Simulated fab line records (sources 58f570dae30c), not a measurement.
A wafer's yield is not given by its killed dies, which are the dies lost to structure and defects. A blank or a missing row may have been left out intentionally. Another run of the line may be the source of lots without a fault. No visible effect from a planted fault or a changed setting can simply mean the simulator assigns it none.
Shared-tool check -- flow berkeley_cmos170 -- Sample size 12 lots and 42 wafers

== REASON IT WAS OPENED ==
UCB170_M3_RS_MEAS_02, reading M3_AL_RS: flagged on 2 of 12 lots. Wafers without a fault read 0.0322 ohm/sq, standard deviation 0.00033.
Rule: flag the lot when none of its wafers has a number, or when each of its wafers that has one lies beyond 4 standard deviations from that mean. All remaining lots are regarded as sound.

lot,measured,on,"M3_AL_RS (ohm/sq), wafer by wafer",flag
L612,day 8 12:23,film_metro-03,0.0315 0.0315 0.0321,
L613,day 8 14:24,film_metro-03,0.0323 0.0320 0.0318,
L617,day 9 21:07,film_metro-01,0.0322 0.0325 0.0322,
L620,day 10 08:07,film_metro-02,0.0282 0.0280 0.0281 0.0282 0.0281 0.0280,FLAGGED
L623,day 11 09:19,film_metro-01,0.0284 0.0287 0.0284 0.0284 0.0287 0.0284,FLAGGED
L625,day 11 11:10,film_metro-01,0.0323 0.0325 0.0325,
L631,day 12 10:29,film_metro-03,0.0318 0.0319 0.0321,
L632,day 12 19:28,film_metro-03,0.0319 0.0321 0.0319,
L628,day 12 19:36,film_metro-01,0.0317 0.0322 0.0319,
L630,day 12 22:59,film_metro-02,0.0320 0.0323 0.0321,
L633,day 12 23:07,film_metro-01,0.0328 0.0328 0.0327,
L634,day 14 01:19,film_metro-02,0.0322 0.0327 0.0328,
The numbers of the flagged lots are 0.0283 ohm/sq on average: -0.0039 ohm/sq against the usual, or -12 standard deviations.

== WHICH TOOL RAN EACH LOT ==
Before the reading, the record contains 2 process steps out of a 331-step route. Every cell lists first the tool, next ch and the chambers used by the sampled wafers, and last the start.
lot,flag,UCB170_M2_ETCH_17,UCB170_M3_SPUTTER_01
L612,,"rie_diel-04 ch 0,2,3, day 8 08:53","pvd_sputter-03, day 8 12:15"
L613,,"rie_diel-03 ch 2,3, day 8 11:18","pvd_sputter-04, day 8 14:19"
L617,,"rie_diel-03 ch 0,1,3, day 9 17:22","pvd_sputter-03, day 9 20:59"
L620,FLAGGED,"rie_diel-02 ch 0,2, day 10 04:42","pvd_sputter-02, day 10 07:59"
L623,FLAGGED,"rie_diel-03 ch 1,2,3, day 11 06:15","pvd_sputter-02, day 11 09:12"
L625,,"rie_diel-04 ch 1,3, day 11 07:52","pvd_sputter-04, day 11 11:04"
L631,,"rie_diel-03 ch 0,1,3, day 12 06:59","pvd_sputter-03, day 12 10:23"
L632,,"rie_diel-02 ch 1,2, day 12 16:17","pvd_sputter-04, day 12 19:23"
L628,,"rie_diel-04 ch 0,1,3, day 12 16:11","pvd_sputter-03, day 12 19:30"
L630,,"rie_diel-03 ch 0,1,2, day 12 19:31","pvd_sputter-04, day 12 22:55"
L633,,"rie_diel-02 ch 1,2,3, day 12 19:38","pvd_sputter-03, day 12 22:59"
L634,,"rie_diel-03 ch 1,2,3, day 13 22:19","pvd_sputter-03, day 14 01:14"
What the steps here do:
- UCB170_M2_ETCH_17: etches BARC in N2/H2.
- UCB170_M3_SPUTTER_01: material Al, target thk 900 nm, time 120 s.
- UCB170_M3_RS_MEAS_02: measures by four-point-probe.

== FLAGGED OVER TOTAL, TOOL BY TOOL (the gauges that took the reading come last) ==
step,tool,lots run,flagged,share of the flagged lots,sound lots run after its first flagged lot
UCB170_M2_ETCH_17,rie_diel-02,3,1,some,"2 (L632,L633)"
UCB170_M2_ETCH_17,rie_diel-03,6,1,some,"3 (L631,L630,L634)"
UCB170_M2_ETCH_17,rie_diel-04,3,0,none,-
UCB170_M3_SPUTTER_01,pvd_sputter-02,2,2,all,0
UCB170_M3_SPUTTER_01,pvd_sputter-03,6,0,none,-
UCB170_M3_SPUTTER_01,pvd_sputter-04,4,0,none,-
UCB170_M3_RS_MEAS_02,film_metro-01,5,1,some,"3 (L625,L628,L633)"
UCB170_M3_RS_MEAS_02,film_metro-02,3,1,some,"2 (L630,L634)"
UCB170_M3_RS_MEAS_02,film_metro-03,4,0,none,-

== WHAT IS ALLOWED BY THE TABLE ==
In the table, 1 row covers all flagged lots: pvd_sputter-02 at UCB170_M3_SPUTTER_01.
- pvd_sputter-02 at UCB170_M3_SPUTTER_01 ran 2 lots, 2 of them flagged. The start can't be narrowed down: in this sample, it ran no sound lot prior to its first flagged lot. Its own readings (cathode_dc_power_W) fall more than 4 standard deviations out on all wafers of the flagged lots.
What remains is a single tool, pvd_sputter-02 at UCB170_M3_SPUTTER_01.

== WHAT HAD BEEN PUT IN BY THE SIMULATOR ==
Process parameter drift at UCB170_M3_SPUTTER_01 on pvd_sputter-02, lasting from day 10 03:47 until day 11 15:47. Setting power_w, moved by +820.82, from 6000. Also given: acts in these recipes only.
Struck lots among those shown: L620, L623. The rule above found the same.
